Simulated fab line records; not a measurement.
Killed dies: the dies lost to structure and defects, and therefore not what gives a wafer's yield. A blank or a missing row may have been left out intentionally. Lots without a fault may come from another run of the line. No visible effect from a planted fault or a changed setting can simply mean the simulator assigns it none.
A struck lot beside a sound one || flow ritCmos || 15 out of 202 route steps
Sound: these wafers, L871.1, L871.5, L871.6. Struck: wafer L876.2 (L876.4, L876.5, from the same lot, were not struck and are left out); the cause is given at the end.
Per side, at each step with rows, come the tool, then ch with its chambers, and then its first start. Under that, the readings that differ: sound wafers || struck wafers || difference of the means || sigmas: that difference in standard deviations of wafers without a fault.
alike: same words and numbers on both sides, and readings whose means sit less than 2 such deviations apart. not compared: any withheld reading, any reading some wafer has no value for, any bound like >300 that may hide the same value, and any number with overlapping values for which the record gives no deviation.
Wherever a step has rows on one side only, a row that says differs or no value, or a row with sigmas, the two part there. When numbers do not overlap yet have no deviation, they are printed without sigmas and do not part them. A reading missing from all wafers of one side parts the sides only when that side holds two or more wafers.

first, 1 step without rows for these wafers: RIT_ACTIVE_OXIDATION_01 (target thk 46.8 nm, ox time 3360 s).
RIT_ACTIVE_THK_MEAS_02:
  sound on filmMetro-03 at day 3 09:28; struck on filmMetro-04 at day 4 10:04
{"reading": "ACTIVE_OXIDE_THK (nm)", "sound": "43.4 42.9 42.2", "struck": 40.6, "difference": -2.2, "sigmas": -3}
then, 1 step without rows for these wafers: RIT_ACTIVE_CVD_03 (deposits Si3N4 from SiH2Cl2/NH3, target thk 150 nm, time 1500 s).
RIT_ACTIVE_THK_MEAS_04:
  sound on filmMetro-02 at day 3 10:57; struck on filmMetro-04 at day 4 11:32
  alike: ACTIVE_NITRIDE_THK
then, 6 steps without rows for these wafers: RIT_ACTIVE_HMDS_05 (prime time 60 s); RIT_ACTIVE_COAT_06 (resist thk 1000 nm); RIT_ACTIVE_SOFTBAKE_07 (time 60 s); RIT_ACTIVE_EXPOSE_08 (exposes mask M1, target cd 1400 nm); RIT_ACTIVE_PEB_09; RIT_ACTIVE_DEVELOP_10 (develop time 50 s).
RIT_ACTIVE_CD_MEAS_11 targets a cd of 1400 nm.
  sound on cdSem-02 at day 3 11:59; struck on cdSem-01 at day 4 12:35
{"reading": "cdNm (nm)", "sound": "1400.3 1399.4 1399.0", "struck": 1405.3, "difference": "+5.7", "sigmas": "+3"}
then, 1 step without rows for these wafers: RIT_ACTIVE_HARDBAKE_12 (time 60 s).
RIT_ACTIVE_ETCH_13: etches Si3N4 in SF6, stops on SiO2, time 210 s, target depth 210 nm.
  sound on rieDiel-03 ch 2,3, day 3 12:15; struck on rieDiel-03 ch 3, day 4 12:50
{"reading": "oesProductAu (a.u.)", "sound": "0.813 0.822 0.827", "struck": 0.728, "difference": -0.093, "sigmas": -7}
{"reading": "model.NOVOLAK_of_ACTIVE_COAT_06.thkNm (nm)", "sound": "662.5 662.5 655.6", "struck": 760.5, "difference": "+100.3", "sigmas": ""}
{"reading": "model.etch.depthNm (nm)", "sound": "148.9 149.7 150.6", "struck": 115.9, "difference": -33.8, "sigmas": ""}
{"reading": "model.ACTIVE.featureDepthNm (nm)", "sound": "148.9 149.7 151.6", "struck": 115.9, "difference": -34.2, "sigmas": ""}
  alike: chamberPressureMTorr, drypumpMotorCurrentA, throttleValvePct
  not compared: rfHoursCounterH
RIT_ACTIVE_STRIP_14: strips in O2, time 180 s.
  sound on plasmaAsher-04 ch 0,1, day 3 12:23; struck on plasmaAsher-03 ch 1, day 4 12:58
  alike: chamberPressureMTorr, drypumpMotorCurrentA
  not compared: rfHoursCounterH
-- the record jumps here: 2 days lie between the struck wafers' starts before and after (it left off in module ACTIVE and takes up again in module M1, whose first step shown is number 202 of the route) --
RIT_M1_PROBE_99:
  sound on prober-02 at day 5 09:01; struck on prober-02 at day 6 15:21
{"reading": "killedAtContacts", "sound": "0 0 0", "struck": 1, "difference": "+1", "sigmas": "+4"}
{"reading": "killedAtFrontEnd", "sound": "8 3 12", "struck": 263, "difference": "+255", "sigmas": "+91"}
{"reading": "killedDies", "sound": "8 3 12", "struck": 264, "difference": "+256", "sigmas": "+92"}
{"reading": "killedOnRim", "sound": "1 0 5", "struck": 70, "difference": "+68", "sigmas": "+49"}
  alike: killedOpen, killedShort

## WHERE THEY PART
At RIT_ACTIVE_THK_MEAS_02 first; at RIT_M1_PROBE_99 last (within this record only).

WHY: the cause the simulator had injected
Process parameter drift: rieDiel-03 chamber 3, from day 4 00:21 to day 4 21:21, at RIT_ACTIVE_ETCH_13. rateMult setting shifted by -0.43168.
